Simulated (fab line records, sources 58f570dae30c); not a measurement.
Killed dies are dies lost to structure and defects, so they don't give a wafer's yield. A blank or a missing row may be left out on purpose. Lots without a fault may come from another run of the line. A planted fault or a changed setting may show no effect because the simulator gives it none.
fab line records | flow berkeley_cmos170
record lots=6 wafers=18 last_day=10
route steps=331 shown M2@289 V2@292
lots that met no fault: from a run of the same line without faults
start_h: hours from the record's first day to the start of the lot's first wafer shown | wait_h: hours since the lot's step before | " the same as in the row above | L1.1+2: a row that stands for several wafers | - no value, or no start given | * or withheld: withheld | < > ~ a bound
route shown NAME@n: a module of which the file shows steps, and the number in the route of the first | usual: mean/standard deviation of fault-free wafers | same: alike in all rows | chamber/n: place in a boat | sites: the reading at each site | _std_site: their standard deviation | _edge_site: outer sites' mean less inner sites' | radius_mm: how far each site lies from the wafer's centre | mask NAME#n: copy n | behind: the tool/chamber that last shaped the wafer | hold: why the lot was held/for how many hours/how that ended | device: the transistor (n, p or np) that didn't switch | end of line: the same wafers' tests at the end of the route | a step without rows: its recipe alone | killed: dies lost to structure and defects at the first sort, not the wafer's yield | map: a wafer's dies, x killed, . not, _ none there
set.NAME: the setting as run; set.NAME@STEP: as run at that earlier step | model.NAME: the simulator's own value behind a step, which no gauge read
lots at some steps of the route; a table a step, a row a wafer
services: from which hour (start_h, from the record's first day; less than 0 if before it) a tool's chamber was out of use, for how many hours, and why
## steps
# step UCB170_M2_METAL_ETCH_18
# recipe chemistry=Cl2/BCl3 target=Al stop_on=SiO2 pressure_mtorr=12 target_depth_a=11700 over_etch_frac=0.3 time_s=195 icp_w=600 bias_w=120 Cl2_flow_sccm=90 bcl3_flow_sccm=45
# usual chamber_pressure_mTorr=12.000/0.011 drypump_motor_current_A=5.8/0.55 oes_product_au=0.856/0.014 throttle_valve_pct=24.34/0.21
# columns lot.wafer tool chamber start_h wait_h chamber_pressure_mTorr drypump_motor_current_A oes_product_au rf_hours_counter_h throttle_valve_pct
L384.4 rie_metal-02 1 153.36 - 12.000 6.1 0.848 - 24.52
L384.5 " 1 " " 11.997 6.1 0.841 - 24.52
L384.6 " 0 " " 11.987 5.0 0.869 - 24.07
L388.3 rie_metal-03 1 186.12 - 11.991 5.9 0.853 - 24.26
L388.4 " 0 " " 11.990 6.4 0.876 - 24.59
L388.6 " 1 " " 12.000 5.9 0.861 - 24.26
L392.1 rie_metal-02 0 193.48 - 12.024 5.0 0.859 6.1 24.06
L392.3 " 1 " " 11.995 6.1 0.829 - 24.51
L392.4 " 0 " " 12.004 5.0 0.865 - 24.06
L396.1 rie_metal-01 1 193.66 - 12.014 6.3 0.858 10.0 24.00
L396.5 " 0 " " 11.990 5.1 0.852 - 24.41
L396.6 " 1 " " 12.003 6.3 0.857 - 24.01
L391.2 rie_metal-02 0 193.93 - 11.999 5.0 0.848 6.3 24.07
L391.3 " 1 " " 11.990 6.1 0.829 - 24.53
L391.4 " 0 " " 12.020 5.0 0.858 - 24.06
L399.1 rie_metal-02 0 237.81 - 12.019 5.0 0.857 7.6 24.05
L399.3 " 0 " " 12.014 5.0 0.860 - 24.06
L399.5 " 0 " " 11.974 5.0 0.856 - 24.06
# step UCB170_M2_STRIP_19
# recipe chemistry=O2 power_w=400 pressure_mtorr=3500 platen_temp_c=withheld o2_flow_sccm=400 overash_fraction=0.5
# usual chamber_pressure_mTorr=3500/3 drypump_motor_current_A=5.7/0.3 oes_product_au=0.553/0.022
# columns lot.wafer tool chamber start_h wait_h chamber_pressure_mTorr drypump_motor_current_A oes_product_au rf_hours_counter_h
L384.4 plasma_asher-04 0 153.52 0.1 3502 6.1 0.540 -
L384.5 " 1 " " 3504 5.9 0.524 -
L384.6 " 0 " " 3501 6.1 0.569 -
L388.3 plasma_asher-04 1 186.27 0.1 3498 5.8 0.523 -
L388.4 " 0 " " 3502 6.0 0.542 -
L388.6 " 1 " " 3498 5.8 0.530 -
L392.1 plasma_asher-01 0 193.66 0.1 3504 5.9 0.569 8
L392.3 " 0 " " 3499 5.9 0.520 -
L392.4 " 1 " " 3497 5.6 0.583 -
L396.1 plasma_asher-04 1 193.84 0.1 3498 5.8 0.584 51
L396.5 " 1 " " 3500 5.9 0.571 -
L396.6 " 0 " " 3497 6.0 0.571 -
L391.2 plasma_asher-02 1 194.12 0.1 3499 5.2 0.559 49
L391.3 " 0 " " 3497 5.3 0.534 -
L391.4 " 1 " " 3500 5.2 0.569 -
L399.1 plasma_asher-02 0 238.00 0.1 3497 5.3 0.579 54
L399.3 " 0 " " 3498 5.3 0.582 -
L399.5 " 1 " " 3503 5.3 0.574 -
# step UCB170_M2_CD_MEAS_90
# recipe target_cd_nm=700
# usual cd_nm=701/3
# columns lot.wafer tool chamber start_h wait_h cd_nm
L384.4 cd_sem-01 - 153.64 0.1 700
L384.5 " - " " 699
L384.6 " - " " 700
L388.3 cd_sem-01 - 186.38 0.1 700
L388.4 " - " " 703
L388.6 " - " " 703
L392.1 cd_sem-02 - 193.76 0.1 700
L392.3 " - " " 697
L392.4 " - " " 699
L396.1 cd_sem-01 - 193.94 0.1 704
L396.5 " - " " 700
L396.6 " - " " 704
L391.2 cd_sem-01 - 194.24 0.1 702
L391.3 " - " " 697
L391.4 " - " " 701
L399.1 cd_sem-01 - 238.10 0.1 697
L399.3 " - " " 694
L399.5 " - " " 699
# step UCB170_V2_CVD_00
# recipe material=SiO2 target_thk_nm=2000 temp_c=390 precursor=TEOS/O2 time_s=250 rf_w=550 pressure_mtorr=9000
# usual heater_power_w=239/65 susceptor_temp_C=390.04/0.21
# columns lot.wafer tool chamber start_h wait_h heater_power_w susceptor_temp_C
L384.4 pecvd-04 0 153.78 0.1 328 389.95
L384.5 " 2 " " 235 389.63
L384.6 " 1 " " 151 389.90
L388.3 pecvd-04 1 186.54 0.1 223 390.03
L388.4 " 0 " " 236 390.32
L388.6 " 0 " " 307 389.97
L392.1 pecvd-02 0 193.88 0.1 282 389.98
L392.3 " 1 " " 345 389.98
L392.4 " 2 " " 301 389.79
L396.1 pecvd-03 2 194.06 0.1 339 389.82
L396.5 " 2 " " 237 389.57
L396.6 " 1 " " 159 390.04
L391.2 pecvd-02 1 194.34 0.1 339 389.95
L391.3 " 0 " " 245 390.40
L391.4 " 2 " " 278 390.17
L399.1 pecvd-02 0 238.22 0.1 252 390.25
L399.3 " 1 " " 340 390.37
L399.5 " 2 " " 294 389.52
# step UCB170_V2_THK_MEAS_01
# recipe reads=SiO2_of_V2_CVD_00
# usual V2_TEOS_THK=2006/24
# columns lot.wafer tool chamber start_h wait_h V2_TEOS_THK[nm]
L384.4 film_metro-02 - 153.89 0.0 2036
L384.5 " - " " 1994
L384.6 " - " " 2014
L388.3 film_metro-03 - 186.71 0.1 2043
L388.4 " - " " 2047
L388.6 " - " " 2045
L392.1 film_metro-03 - 194.04 0.1 1992
L392.3 " - " " 1985
L392.4 " - " " 2036
L396.1 film_metro-04 - 194.22 0.1 2009
L396.5 " - " " 2020
L396.6 " - " " 2010
L391.2 film_metro-03 - 194.51 0.1 1984
L391.3 " - " " 1964
L391.4 " - " " 2008
L399.1 film_metro-03 - 238.38 0.1 1957
L399.3 " - " " 1995
L399.5 " - " " 2029
# step UCB170_V2_CMP_02
# recipe material=SiO2 down_force_psi=6 platen_rpm=60 pad_velocity_m_s=0.75398
# usual head_pressure_psi=5.997/0.014 motor_current_A=15.6/1.1
# columns lot.wafer tool chamber start_h wait_h head_pressure_psi motor_current_A
L384.4 cmp-02 0 153.97 0.1 6.009 15.6
L384.6 " 3 " " 5.995 15.6
L384.5 " 0 " " 6.006 14.6
L388.3 cmp-02 0 186.75 0.0 5.983 15.7
L388.4 " 1 " " 5.995 15.6
L388.6 " 1 " " 5.982 15.0
L392.4 cmp-01 2 194.10 0.0 6.005 15.1
L392.1 " 3 " " 6.017 16.2
L392.3 " 0 " " 5.987 16.4
L396.1 cmp-02 2 194.38 0.1 6.002 17.7
L396.5 " 0 " " 6.007 15.5
L396.6 " 1 " " 5.996 15.4
L391.3 cmp-02 1 194.58 0.1 5.988 15.7
L391.2 " 2 " " 5.990 19.1
L391.4 " 0 " " 6.012 15.4
L399.3 cmp-01 2 238.49 0.1 6.004 14.1
L399.1 " 0 " " 6.010 16.2
L399.5 " 2 " " 5.984 14.3
# step UCB170_V2_BOW_MEAS_03
# recipe mode=bow
# usual V2_BOW=37/6.6
# columns lot.wafer tool chamber start_h wait_h V2_BOW[um]
L384.4 film_metro-04 - 154.28 0.3 34
L384.5 " - " " 24
L384.6 " - " " 38
L388.3 film_metro-04 - 187.09 0.3 28
L388.4 " - " " 37
L388.6 " - " " 27
L392.1 film_metro-04 - 194.40 0.2 34
L392.3 " - " " 48
L392.4 " - " " 36
L396.1 film_metro-03 - 194.58 0.1 35
L396.5 " - " " 37
L396.6 " - " " 36
L391.2 film_metro-03 - 194.90 0.2 31
L391.3 " - " " 31
L391.4 " - " " 33
L399.1 film_metro-03 - 238.74 0.1 27
L399.3 " - " " 35
L399.5 " - " " 24
# step UCB170_V2_THK_MEAS_04
# recipe reads=SiO2_of_V2_CVD_00
# usual V2_POLISHED_THK=1000.3/1.1
# columns lot.wafer tool chamber start_h wait_h V2_POLISHED_THK[nm]
L384.4 film_metro-04 - 154.37 0.1 999.0
L384.5 " - " " 1001.5
L384.6 " - " " 1000.8
L388.3 film_metro-04 - 187.19 0.1 1002.1
L388.4 " - " " 1000.5
L388.6 " - " " 1000.8
L392.1 film_metro-04 - 194.52 0.1 1002.2
L392.3 " - " " 1001.6
L392.4 " - " " 1000.1
L396.1 film_metro-03 - 194.70 0.1 1001.4
L396.5 " - " " 999.5
L396.6 " - " " 999.2
L391.2 film_metro-03 - 195.01 0.1 1000.6
L391.3 " - " " 1002.1
L391.4 " - " " 1001.3
L399.1 film_metro-03 - 238.86 0.1 1000.1
L399.3 " - " " 998.6
L399.5 " - " " 1000.5
# step UCB170_V2_CLEAN_05
# recipe chemistry=DIW
# step UCB170_V2_HMDS_06
# recipe prime_time_s=60 prime_temp_c=100
# step UCB170_V2_COAT_07
# recipe resist=KrF spin_rpm=1500 resist_thk_nm=900
# step UCB170_V2_SOFTBAKE_08
# recipe resist=KrF temp_c=130 time_s=60
# step UCB170_V2_EXPOSE_09
# recipe mask_id=VIA2 target_cd_nm=700 na=0.5 sigma_outer=0.6 source_shape=conventional dose_mj=37
# usual exposure_dose_mJ_cm2=37.12/0.22 focus_offset_nm=-0.1/0.52
# columns lot.wafer tool chamber start_h wait_h mask exposure_dose_mJ_cm2 focus_offset_nm
L384.4 krf_scanner-01 0 155.22 0.2 VIA2#0 36.98 0.8
L384.5 " 0 " " VIA2#0 36.98 0.3
L384.6 " 0 " " VIA2#0 36.97 1.1
L388.3 krf_scanner-01 0 188.10 0.2 VIA2#0 36.97 -0.1
L388.4 " 0 " " VIA2#0 36.94 0.3
L388.6 " 0 " " VIA2#0 36.97 -0.2
L392.1 krf_scanner-01 - 195.45 0.2 VIA2#0 - -
L392.3 " - " " VIA2#0 - -
L392.4 " - " " VIA2#0 - -
L396.1 krf_scanner-01 - 195.69 0.3 VIA2#0 - -
L396.5 " - " " VIA2#0 - -
L396.6 " - " " VIA2#0 - -
L391.2 krf_scanner-01 0 196.02 0.1 VIA2#0 37.00 -0.7
L391.3 " 0 " " VIA2#0 36.97 -0.1
L391.4 " 0 " " VIA2#0 36.95 -0.4
L399.1 krf_scanner-02 0 239.69 0.2 VIA2#0 37.44 -0.2
L399.3 " 0 " " VIA2#0 37.52 0.3
L399.5 " 0 " " VIA2#0 37.45 0.1
# step UCB170_V2_PEB_10
# recipe peb_temp_c=130 peb_time_s=withheld resist=KrF
## services
# columns tool chamber start_h hours kind
pecvd-04 - 135.50 14.0 pm
cmp-02 - 136.52 1.3 repair
cmp-02 - 140.08 5.3 pm
rie_metal-02 - 147.13 1.4 pm
cmp-01 - 153.38 1.0 repair
plasma_asher-01 - 154.07 4.2 repair
rie_metal-03 - 157.69 0.4 repair
pecvd-02 - 169.56 0.7 repair
cmp-01 - 172.09 3.3 repair
pecvd-04 - 175.36 0.3 repair
krf_scanner-01 - 178.82 1.3 pm
pecvd-04 2 179.63 15.3 repair
rie_metal-01 - 182.97 0.6 repair
krf_scanner-02 - 195.30 1.0 pm
krf_scanner-01 - 197.22 2.2 repair
krf_scanner-01 - 199.44 0.8 pm
plasma_asher-01 - 201.72 0.8 repair
pecvd-04 1 204.00 6.2 repair
krf_scanner-02 - 207.50 0.2 repair
plasma_asher-04 - 208.72 2.0 repair
cmp-02 - 209.12 4.9 repair
cmp-02 - 218.12 12.9 pm
krf_scanner-01 - 228.88 4.0 pm
cmp-01 - 232.00 4.0 pm
## key
first_sign step=UCB170_V2_EXPOSE_09 reading=tool_record direction=missing
effect none on later readings
met_at UCB170_V2_EXPOSE_09
struck_wafers L392.1,L392.3,L392.4,L396.1,L396.5,L396.6
later_rows_left_out L392.1,L392.3,L392.4,L396.1,L396.5,L396.6
sort_left_out L392.1,L392.3,L392.4,L396.1,L396.5,L396.6
onset_between 188.10 195.45
fault kind=skipped_step_whole tool=krf_scanner-01 chamber=- onset_h=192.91 steps=UCB170_V2_EXPOSE_09 scope=struck_lots_only
# sort_left_out: the simulated sort isn't trusted on such a fault, so these wafers' sort isn't shown, and their yield isn't known
# later_rows_left_out: the simulator's readings of these wafers behind a module that went badly wrong aren't trusted and aren't shown, but for the sort
